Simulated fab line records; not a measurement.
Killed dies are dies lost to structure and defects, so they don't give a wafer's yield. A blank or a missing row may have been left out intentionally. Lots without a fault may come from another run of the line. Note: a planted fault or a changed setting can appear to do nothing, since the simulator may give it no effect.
Struck lot and sound lot, side by side | flow berkeley-cmos170 | 19 out of 331 route steps
Sound: these wafers, L786.1, L786.5, L786.6. The struck wafers were L792.1, L792.2, L792.3. The cause is named last.
For every step that has rows: the tool of each side, followed by ch and its chambers, followed by its first start. Under that, the readings that differ: sound wafers | struck wafers | difference of the means | sigmas: that difference in standard deviations of wafers without a fault.
alike: a reading whose means differ by less than 2 such deviations, as well as words and numbers matching on both sides. not compared: withheld readings; readings where some wafer has no value; bounds like >300 that might hide an equal value; numbers whose values overlap and for which the record gives no deviation.
A row with sigmas, a row that says differs or no value, or rows on one side alone: a step with any of these is where the two part. Numbers that have no deviation but don't overlap get no sigmas and don't part them. Lack of a reading on every wafer of one side parts them only where that side has two or more wafers.

first, 3 steps without rows for these wafers: UCB170_PSD_EXPOSE_03 (exposes mask PSELECT MOD, target cd 1200 nm); UCB170_PSD_PEB_04; UCB170_PSD_DEVELOP_05 (develop time 45 s).
UCB170_PSD_CD_MEAS_06 targets a cd of 1200 nm.
  sound: cd-sem-02 at day 7 11:38; struck: cd-sem-01 at day 8 23:25
  alike: cd-nm
UCB170_PSD_OVL_MEAS_07:
  sound: overlay-01 at day 7 11:46; struck: overlay-01 at day 8 23:32
  reading      | sound  | struck      | difference | sigmas
  PSD_OVL (nm) | 4 0 -7 | -14 -10 -17 | -13        | -2
next, for these wafers, 1 step has no rows: UCB170_PSD_IMPLANT_08.
UCB170_PSD_STRIP_09: strips in O2.
  sound on plasma-asher-04 ch 0,1, day 7 11:57; struck on plasma-asher-04 ch 0,1, day 8 23:43
  alike: drypump-motor-current-A, oes-product-au, strip-time-to-endpoint-s
  not compared: rf-hours-counter-h
UCB170_PSD_TW_MEAS_10:
  sound: film-metro-04 at day 7 12:08; struck: film-metro-04 at day 8 23:49
  alike: PSD_TW
then, 4 steps without rows for these wafers: UCB170_PSD_CLEAN_11 (cleans in SPM, time 600 s); UCB170_NSD_HMDS_00 (prime time 60 s); UCB170_NSD_COAT_01 (resist thk 900 nm); UCB170_NSD_SOFTBAKE_02 (time 60 s).
UCB170_NSD_EXPOSE_03: exposes mask NSELECT MOD, target cd 1200 nm.
  sound on krf-scanner-01 ch 0, day 7 13:43; struck on krf-scanner-01 ch 0, day 9 01:57
  reading                     | sound                      | struck               | difference | sigmas
  model.NSD.overlay-x-nm (nm) | -0.09364 -0.09364 -0.09364 | -133.7 -133.7 -133.7 | -133.6     |
  alike: mask, reticle-temp-C
then, 2 steps without rows for these wafers: UCB170_NSD_PEB_04; UCB170_NSD_DEVELOP_05 (develop time 45 s).
UCB170_NSD_CD_MEAS_06 targets a cd of 1200 nm.
  sound: cd-sem-01 at day 7 14:44; struck: cd-sem-01 at day 9 02:20
  reading    | sound                | struck               | difference | sigmas
  cd-nm (nm) | 1197.4 1197.9 1196.6 | 1201.7 1203.2 1201.5 | +4.8       | +3
UCB170_NSD_OVL_MEAS_07:
  sound: overlay-02 at day 7 14:53; struck: overlay-01 at day 9 02:28
  reading      | sound  | struck         | difference | sigmas
  NSD_OVL (nm) | 4 1 -3 | -129 -124 -131 | -129       | -25
then, 2 steps without rows for these wafers: UCB170_NSD_IMPLANT_08; UCB170_M3_PROBE_99.

== WHERE THEY PART ==
At UCB170_PSD_OVL_MEAS_07 first; at UCB170_NSD_OVL_MEAS_07 last (within this record only).

WHY: the cause the simulator had injected
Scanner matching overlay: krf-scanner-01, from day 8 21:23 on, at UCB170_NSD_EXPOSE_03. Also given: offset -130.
